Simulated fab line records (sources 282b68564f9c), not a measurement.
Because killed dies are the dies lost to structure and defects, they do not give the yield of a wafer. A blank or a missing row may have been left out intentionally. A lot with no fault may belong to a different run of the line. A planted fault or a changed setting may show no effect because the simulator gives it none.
Commonality check across tools | flow rit cmos | 42 wafers sampled across 14 lots

## WHAT PROMPTED THE OPENING
RIT_PLDD_OVL_MEAS_06, reading PLDD_OVL: flagged on 3 of 14 lots. Fault-free wafers read 0.6 nm, with a standard deviation of 1.3.
Rule: a lot gets a flag if all its wafers with a number sit over 4 standard deviations from that mean, or if no wafer of it has a number. As for the other lots, they are considered sound.

lot  | measured    | on         | PLDD_OVL (nm), wafer by wafer | flag
L241 | day 2 18:56 | overlay-01 | 1.2 0.6 0.6                   |
L242 | day 3 00:01 | overlay-01 | 3.2 0.5 0.3                   |
L243 | day 3 04:37 | overlay-01 | 1.4 -0.5 0.8                  |
L245 | day 3 16:16 | overlay-02 | 2.3 3.0 2.2                   |
L248 | day 4 05:29 | overlay-01 | 241.9 241.3 241.7             | FLAGGED
L249 | day 4 11:29 | overlay-01 | 241.5 241.5 241.1             | FLAGGED
L251 | day 4 20:08 | overlay-01 | 1.4 1.9 2.1                   |
L252 | day 5 01:53 | overlay-01 | 240.6 241.0 240.3             | FLAGGED
L253 | day 5 08:35 | overlay-01 | 1.1 1.8 1.6                   |
L254 | day 5 11:49 | overlay-01 | -0.4 -0.7 -1.2                |
L255 | day 5 17:04 | overlay-01 | 1.8 3.1 1.8                   |
L257 | day 6 03:46 | overlay-01 | 2.2 2.5 2.3                   |
L260 | day 6 17:37 | overlay-01 | -0.1 -0.5 1.7                 |
L261 | day 6 23:15 | overlay-02 | 2.0 0.4 -2.7                  |
On average the flagged lots read 241.2 nm, which is +240.6 nm against the usual, or +99 or more standard deviations.

## WHICH TOOL RAN EACH LOT
The record keeps 1 process step preceding the reading, out of 202 steps on the route. In each cell: the tool, then ch and the chambers that the sampled wafers went through, then the start.
lot  | flag    | RIT_PLDD_EXPOSE_03
L241 |         | iline stepper-01 ch 0, day 2 18:34
L242 |         | iline stepper-01 ch 0, day 2 23:39
L243 |         | iline stepper-02 ch 0, day 3 04:13
L245 |         | iline stepper-01 ch 0, day 3 15:48
L248 | FLAGGED | iline stepper-02 ch 0, day 4 05:04
L249 | FLAGGED | iline stepper-02 ch 0, day 4 11:05
L251 |         | iline stepper-01 ch 0, day 4 19:46
L252 | FLAGGED | iline stepper-02 ch 0, day 5 01:31
L253 |         | iline stepper-01 ch 0, day 5 08:13
L254 |         | iline stepper-01 ch 0, day 5 11:25
L255 |         | iline stepper-01 ch 0, day 5 16:40
L257 |         | iline stepper-01 ch 0, day 6 03:23
L260 |         | iline stepper-01 ch 0, day 6 17:16
L261 |         | iline stepper-01 ch 0, day 6 22:52
What the steps here do:
- RIT_PLDD_EXPOSE_03: exposes mask M8, target cd 40900 nm.
- RIT_PLDD_OVL_MEAS_06

## FLAGGED AGAINST TOTAL, ONE TOOL AT A TIME (gauges that did the reading follow at the end)
step                 | tool             | lots run | flagged | share of the flagged lots | sound lots run after its first flagged lot
RIT_PLDD_EXPOSE_03   | iline stepper-01 | 10       | 0       | none                      | -
RIT_PLDD_EXPOSE_03   | iline stepper-02 | 4        | 3       | all                       | 0
RIT_PLDD_OVL_MEAS_06 | overlay-01       | 12       | 3       | all                       | 6 (L251,L253,L254,L255,L257,L260)
RIT_PLDD_OVL_MEAS_06 | overlay-02       | 2        | 0       | none                      | -

## WHAT THE TABLE ALLOWS
In 2 table rows, all flagged lots were run: iline stepper-02 (RIT_PLDD_EXPOSE_03), overlay-01 (RIT_PLDD_OVL_MEAS_06).
- iline stepper-02 at RIT_PLDD_EXPOSE_03: 3 of its 4 lots flagged. Last sound lot L243 at day 3 04:13, first flagged lot L248 at day 4 05:04; a fault beginning in between fits.
- overlay-01 at RIT_PLDD_OVL_MEAS_06: 3 of its 12 lots flagged. Sound lots followed the first flagged one (L251, L253, L254, L255, L257, L260) on it, something a lasting fault affecting the whole tool could not allow.
Left over: one tool, iline stepper-02 at RIT_PLDD_EXPOSE_03.

## WHAT THE SIMULATOR PUT IN
Scanner matching overlay: iline stepper-02, from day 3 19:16 on, at RIT_PLDD_EXPOSE_03. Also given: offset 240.
Lots struck among those shown: L248, L249, L252. The rule above reached the same finding.
